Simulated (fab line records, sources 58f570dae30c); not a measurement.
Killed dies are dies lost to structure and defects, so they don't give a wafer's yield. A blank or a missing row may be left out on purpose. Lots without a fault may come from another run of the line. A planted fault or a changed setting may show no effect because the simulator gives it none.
fab line records | flow berkeley_cmos170
record lots=5 wafers=15 last_day=11
route steps=331 shown ZERO@11 NWELL@14
lots that met no fault: from a run of the same line without faults
start_h: hours from the record's first day to the start of the lot's first wafer shown | wait_h: hours since the lot's step before | " the same as in the row above | L1.1+2: a row that stands for several wafers | - no value, or no start given | * or withheld: withheld | < > ~ a bound
route shown NAME@n: a module of which the file shows steps, and the number in the route of the first | usual: mean/standard deviation of fault-free wafers | same: alike in all rows | chamber/n: place in a boat | sites: the reading at each site | _std_site: their standard deviation | _edge_site: outer sites' mean less inner sites' | radius_mm: how far each site lies from the wafer's centre | mask NAME#n: copy n | behind: the tool/chamber that last shaped the wafer | hold: why the lot was held/for how many hours/how that ended | device: the transistor (n, p or np) that didn't switch | end of line: the same wafers' tests at the end of the route | a step without rows: its recipe alone | killed: dies lost to structure and defects at the first sort, not the wafer's yield | map: a wafer's dies, x killed, . not, _ none there
set.NAME: the setting as run; set.NAME@STEP: as run at that earlier step | model.NAME: the simulator's own value behind a step, which no gauge read
lots at some steps of the route; a table a step, a row a wafer
services: from which hour (start_h, from the record's first day; less than 0 if before it) a tool's chamber was out of use, for how many hours, and why
## steps
# step UCB170_ZERO_DEVELOP_05
# recipe developer=TMAH develop_time_s=45 resist=KrF dev_temp_c=21
# step UCB170_ZERO_ETCH_06
# recipe chemistry=CHF3/CF4/Ar target=SiO2 time_s=12 pressure_mtorr=100 rf_w=500 CHF3_flow_sccm=50 cf4_flow_sccm=10 Ar_flow_sccm=120 over_etch_frac=1.58
# usual drypump_motor_current_A=6.0/0.41 oes_product_au=0.624/0.0098 throttle_valve_pct=9.29/0.16
# columns lot.wafer tool chamber start_h wait_h drypump_motor_current_A oes_product_au rf_hours_counter_h throttle_valve_pct
L886.2 rie_diel-01 3 29.69 - 6.5 0.622 164 9.34
L886.4 " 2 " " 5.8 0.638 13 9.38
L886.6 " 2 " " 5.9 0.630 - 9.38
L891.2 rie_diel-02 3 53.07 - 6.5 0.615 78 9.26
L891.4 " 2 " " 6.1 0.623 36 9.56
L891.6 " 3 " " 6.5 0.619 - 9.25
L897.1 rie_diel-02 3 87.24 - 6.5 0.615 80 9.27
L897.2 " 1 " " 6.4 0.636 51 9.18
L897.4 " 2 " " 6.0 0.629 38 9.55
L899.2 rie_diel-03 3 94.78 - 6.1 0.618 108 8.95
L899.4 " 1 " " 5.2 0.622 12 9.52
L899.6 " 0 " " 6.2 0.632 - 9.38
L906.3 rie_diel-01 3 131.10 - 6.4 0.625 0 9.32
L906.4 " 2 " " 5.9 0.632 18 9.38
L906.5 " 3 " " 6.5 0.634 - 9.32
# step UCB170_ZERO_STRIP_07
# recipe chemistry=O2 power_w=400 pressure_mtorr=3500 platen_temp_c=withheld o2_flow_sccm=400 overash_fraction=0.5
# usual drypump_motor_current_A=5.95/0.23 oes_product_au=0.727/0.0042 strip_time_to_endpoint_s=21.48/0.078
# columns lot.wafer tool chamber start_h wait_h drypump_motor_current_A oes_product_au rf_hours_counter_h strip_time_to_endpoint_s
L886.2 plasma_asher-01 0 29.71 0.0 5.67 0.729 29 21.47
L886.4 " 1 " " 6.12 0.728 - 21.45
L886.6 " 1 " " 6.11 0.734 - 21.50
L891.2 plasma_asher-03 0 53.09 0.0 6.10 0.735 22 21.47
L891.4 " 1 " " 5.64 0.729 - 21.45
L891.6 " 1 " " 5.63 0.729 - 21.44
L897.1 plasma_asher-01 0 87.27 0.0 5.68 0.732 36 21.52
L897.2 " 1 " " 6.09 0.727 36 21.55
L897.4 " 1 " " 6.13 0.720 - 21.56
L899.2 plasma_asher-02 0 94.80 0.0 5.82 0.732 36 21.48
L899.4 " 0 " " 5.82 0.727 - 21.43
L899.6 " 0 " " 5.82 0.723 - 21.52
L906.3 plasma_asher-02 1 131.16 0.0 6.24 0.724 - 21.33
L906.4 " 0 " " 5.84 0.730 - 21.36
L906.5 " 0 " " 5.82 0.730 - 21.41
# step UCB170_NWELL_WET_ETCH_00
# recipe chemistry=dHF dilution=25:1 target=SiO2 temp_c=25 time_s=200
# step UCB170_NWELL_OXIDATION_01
# recipe temp_c=1000 ambient=O2 target_thk_a=264 ox_time_s=1260
# step UCB170_NWELL_THK_MEAS_02
# recipe reads=SiO2_of_NWELL_OXIDATION_01
# usual NWELL_OXIDE_THK=26.2/0.56
# columns lot.wafer tool chamber start_h wait_h NWELL_OXIDE_THK[nm]
L886.2 film_metro-02 - 31.70 0.0 25.6
L886.4 " - " " 25.7
L886.6 " - " " 25.5
L891.2 film_metro-04 - 58.61 0.0 25.5
L891.4 " - " " 25.5
L891.6 " - " " 25.8
L897.1 film_metro-04 - 92.57 0.0 26.4
L897.2 " - " " 26.4
L897.4 " - " " 26.1
L899.2 film_metro-01 - 96.93 0.0 26.5
L899.4 " - " " 26.3
L899.6 " - " " 26.6
L906.3 film_metro-04 - 135.87 0.0 25.1
L906.4 " - " " 25.0
L906.5 " - " " 25.1
# step UCB170_NWELL_ANNEAL_03
# recipe temp_c=1000 time_s=900 ambient=N2
# step UCB170_NWELL_CVD_04
# recipe material=Si3N4 target_thk_nm=224 temp_c=800 precursor=SiH2Cl2/NH3 time_s=3360 pressure_mtorr=200 sih2cl2_flow_sccm=25 nh3_flow_sccm=75
# step UCB170_NWELL_THK_MEAS_05
# recipe reads=Si3N4_of_NWELL_CVD_04
# usual NWELL_NITRIDE_THK=225.6/1.9
# columns lot.wafer tool chamber start_h wait_h NWELL_NITRIDE_THK[nm]
L886.2 film_metro-04 - 39.55 0.0 224.6
L886.4 " - " " 225.1
L886.6 " - " " 223.9
L891.2 film_metro-02 - 65.30 0.0 226.8
L891.4 " - " " 225.7
L891.6 " - " " 226.6
L897.1 film_metro-04 - 101.34 0.0 225.1
L897.2 " - " " 226.8
L897.4 " - " " 227.4
L899.2 film_metro-02 - 104.41 0.0 223.3
L899.4 " - " " 224.8
L899.6 " - " " 224.7
L906.3 film_metro-04 - 142.05 0.0 224.4
L906.4 " - " " 225.9
L906.5 " - " " 225.3
# step UCB170_NWELL_HMDS_06
# recipe prime_time_s=60 prime_temp_c=100
# step UCB170_NWELL_COAT_07
# recipe resist=KrF spin_rpm=1500 resist_thk_nm=900
# step UCB170_NWELL_SOFTBAKE_08
# recipe resist=KrF temp_c=130 time_s=60
# step UCB170_NWELL_EXPOSE_09
# recipe mask_id=NWELL target_cd_nm=3000 na=0.5 sigma_outer=0.6 source_shape=conventional dose_mj=25
# columns lot.wafer tool chamber start_h wait_h mask
L886.2+4+6 krf_scanner-02 0 40.21 0.1 NWELL#0
L891.2+4+6 krf_scanner-02 0 65.99 0.1 NWELL#0
L897.1+2+4 krf_scanner-02 0 102.26 0.2 PWELL#0
L899.2+4+6 krf_scanner-01 0 105.21 0.3 NWELL#0
L906.3+4+5 krf_scanner-02 0 142.58 0.1 NWELL#0
# step UCB170_NWELL_PEB_10
# recipe peb_temp_c=129.5 peb_time_s=withheld resist=KrF
# step UCB170_NWELL_DEVELOP_11
# recipe developer=TMAH develop_time_s=45 resist=KrF dev_temp_c=21
# step UCB170_NWELL_OVL_MEAS_12
# usual NWELL_OVL=-2/5.1
# columns lot.wafer tool chamber start_h wait_h NWELL_OVL[nm]
L886.2 overlay-02 - 40.59 - -8
L886.4 " - " " -14
L886.6 " - " " -5
L891.2 overlay-02 - 66.82 - 0
L891.4 " - " " -1
L891.6 " - " " -2
L897.1 overlay-01 - 102.65 - -
L897.2 " - " " -
L897.4 " - " " -
L899.2 overlay-01 - 105.77 - -1
L899.4 " - " " -2
L899.6 " - " " -3
L906.3 overlay-01 - 142.95 - -1
L906.4 " - " " 1
L906.5 " - " " 15
# step UCB170_NWELL_ETCH_13
# recipe chemistry=CH3F/Ar/O2 target=Si3N4 stop_on=SiO2 CH3F_flow_sccm=20 Ar_flow_sccm=50 O2_flow_sccm=7 pressure_mtorr=50 rf_w=450 target_depth_a=2464 over_etch_frac=0.1 time_s=154
# usual drypump_motor_current_A=5.9/0.49 oes_product_au=0.956/0.012 throttle_valve_pct=8.12/0.16
# columns lot.wafer tool chamber start_h wait_h drypump_motor_current_A oes_product_au rf_hours_counter_h throttle_valve_pct
L886.2 rie_diel-03 1 40.62 0.0 5.2 0.959 9 8.31
L886.4 " 2 " " 6.6 0.950 59 8.23
L886.6 " 3 " " 6.1 0.952 - 7.80
L891.2 rie_diel-04 0 66.85 0.0 5.5 0.955 12 8.16
L891.4 " 3 " " 5.4 0.964 18 8.10
L891.6 " 3 " " 5.4 0.960 - 8.09
L897.1 rie_diel-03 2 102.69 0.0 6.6 0.953 62 8.24
L897.2 " 3 " " 6.1 0.966 109 7.79
L897.4 " 0 " " 6.2 0.980 146 8.19
L899.2 rie_diel-03 2 105.80 0.0 6.6 0.940 63 8.25
L899.4 " 1 " " 5.2 0.965 13 8.31
L899.6 " 3 " " 6.1 0.956 - 7.79
L906.3 rie_diel-01 2 142.97 0.0 5.8 0.961 18 8.18
L906.4 " 1 " " 5.3 0.931 32 8.06
L906.5 " 0 " " 6.0 0.949 - 7.95
# step UCB170_NWELL_IMPLANT_14
# recipe species=P dose_cm2=1e+13 energy_kev=150 tilt_deg=7
# step UCB170_NWELL_STRIP_15
# recipe chemistry=O2 power_w=400 pressure_mtorr=3500 platen_temp_c=withheld o2_flow_sccm=400 overash_fraction=0.5
# usual drypump_motor_current_A=5.6/0.56 oes_product_au=0.722/0.0047 strip_time_to_endpoint_s=18.01/0.09
# columns lot.wafer tool chamber start_h wait_h drypump_motor_current_A oes_product_au rf_hours_counter_h strip_time_to_endpoint_s
L886.2 plasma_asher-02 1 40.87 0.1 6.2 0.724 30 18.13
L886.4 " 1 " " 6.2 0.729 - 18.13
L886.6 " 0 " " 5.8 0.730 - 18.07
L891.2 plasma_asher-04 0 67.10 0.1 4.6 0.711 34 17.95
L891.4 " 1 " " 5.3 0.722 - 17.89
L891.6 " 1 " " 5.3 0.723 - 17.95
L897.1 plasma_asher-04 0 102.94 0.1 4.6 0.721 38 17.92
L897.2 " 1 " " 5.2 0.723 38 17.97
L897.4 " 1 " " 5.3 0.718 - 17.95
L899.2 plasma_asher-03 0 106.05 0.1 6.1 0.717 29 18.03
L899.4 " 0 " " 6.1 0.718 - 18.04
L899.6 " 0 " " 6.1 0.714 - 18.00
L906.3 plasma_asher-02 1 143.26 0.1 6.3 0.727 - 18.16
L906.4 " 0 " " 5.8 0.727 - 18.13
L906.5 " 1 " " 6.3 0.722 - 18.19
# step UCB170_NWELL_TW_MEAS_16
# usual NWELL_TW=1239/12
# columns lot.wafer tool chamber start_h wait_h NWELL_TW
L886.2 film_metro-04 - 40.98 0.1 1253
L886.4 " - " " 1259
L886.6 " - " " 1258
L891.2 film_metro-04 - 67.21 0.1 1247
L891.4 " - " " 1246
L891.6 " - " " 1248
L897.1 film_metro-02 - 103.04 0.1 30
L897.2 " - " " 30
L897.4 " - " " 30
L899.2 film_metro-04 - 106.18 0.1 1246
L899.4 " - " " 1245
L899.6 " - " " 1248
L906.3 film_metro-01 - 143.34 0.1 1225
L906.4 " - " " 1227
L906.5 " - " " 1227
# step UCB170_NWELL_CLEAN_17
# recipe chemistry=SPM temp_c=120 time_s=600
## services
# columns tool chamber start_h hours kind
rie_diel-02 - 32.01 0.5 repair
krf_scanner-01 - 32.44 3.6 pm
rie_diel-02 2 38.62 1.2 repair
rie_diel-03 - 47.28 1.8 repair
rie_diel-04 1 49.16 16.8 repair
krf_scanner-02 - 50.37 1.3 pm
krf_scanner-02 - 61.71 0.5 repair
krf_scanner-01 - 66.42 4.4 pm
plasma_asher-03 - 69.81 0.7 repair
plasma_asher-04 - 79.56 1.8 repair
rie_diel-04 2 81.29 7.2 repair
rie_diel-04 - 83.23 0.4 repair
plasma_asher-04 - 84.51 0.8 repair
plasma_asher-02 - 85.51 7.1 repair
rie_diel-01 3 85.84 4.1 repair
krf_scanner-02 - 85.89 1.0 pm
plasma_asher-01 - 89.47 2.4 repair
krf_scanner-02 - 93.69 5.6 repair
krf_scanner-02 - 94.47 2.7 repair
rie_diel-01 1 103.90 20.6 repair
plasma_asher-02 - 108.75 9.0 pm
rie_diel-01 3 120.03 9.3 repair
rie_diel-03 2 127.06 6.4 repair
rie_diel-03 3 138.22 5.9 repair
## key
first_sign step=UCB170_NWELL_EXPOSE_09 reading=mask direction=changed
effect step=UCB170_NWELL_OVL_MEAS_12 reading=NWELL_OVL direction=missing
effect step=UCB170_NWELL_TW_MEAS_16 reading=NWELL_TW direction=down sigmas=97 usual=1239 struck=30
met_at UCB170_NWELL_EXPOSE_09
struck_wafers L897.1,L897.2,L897.4
later_rows_left_out L897.1,L897.2,L897.4
sort_left_out L897.1,L897.2,L897.4
tester_left_out L897
onset_between 65.99 102.26
fault kind=wrong_mask tool=any chamber=- onset_h=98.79 steps=UCB170_NWELL_EXPOSE_09 aux_copy=PWELL#0 scope=struck_lots_only
# tester_left_out: of these lots the tester's yield and bins aren't shown, on N5 and GAA mostly nor the transistor test; their killed dies are dies lost to structure and defects alone, not to doping, threshold or leakage, so they don't give the yield
# sort_left_out: the simulated sort isn't trusted on such a fault, so these wafers' sort isn't shown, and their yield isn't known
# later_rows_left_out: the simulator's readings of these wafers behind a module that went badly wrong aren't trusted and aren't shown, but for the sort
